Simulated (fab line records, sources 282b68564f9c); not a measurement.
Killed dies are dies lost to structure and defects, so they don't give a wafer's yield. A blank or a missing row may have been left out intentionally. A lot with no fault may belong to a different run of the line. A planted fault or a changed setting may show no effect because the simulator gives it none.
Chamber matching    flow ritCmos    4 sister chambers for RIT_GATE_ETCH_19 on rieSi-02
The step etches poly-Si in SF6/CHF3/O2, stops on SiO2, time 165 s, target depth 312.5 nm. 4 wafers are shown with their chamber, then 8 later ones without.

WAFERS PAIRED WITH THEIR CHAMBERS
wafer   chamber  drypumpMotorCurrentA (A)
L716.2  1        6.4
L718.2  3        5.1
L718.4  2        4.8
L720.1  0        4.8

WAFERS WHOSE CHAMBER IS MISSING
wafer   drypumpMotorCurrentA (A)
L720.2  5.1
L720.4  5.1
L722.1  4.9
L722.3  4.8
L722.5  4.9
L724.2  6.4
L724.4  6.4
L724.5  4.9

THE CHAMBER EACH PASSED THROUGH
wafer   from the rows above           in truth
L720.2  3                             3
L720.4  3                             3
L722.1  can't be placed: 0 or 2 or 3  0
L722.3  can't be placed: 0 or 2       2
L722.5  can't be placed: 0 or 2 or 3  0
L724.2  1                             1
L724.4  1                             1
L724.5  can't be placed: 0 or 2 or 3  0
Placed correctly: 4 of 8. Cannot be placed on the basis of these rows: 4; the candidates contain the true chamber in 4. Wrongly placed: 0.
How it was worked out, from the rows above alone: a wafer's distance from a chamber is the root of the sum, over the readings, of the square of ((its reading less the chamber's mean) divided by the reading's scatter). The wafer belongs to the nearest chamber; if the next one is less than 2 further off, it can't be placed. The mean given for a chamber averages the wafers shown for that chamber. The scatter (one wafer shown for each chamber): square how far every hidden wafer sits from the nearest shown wafer, average those squares and take the square root.
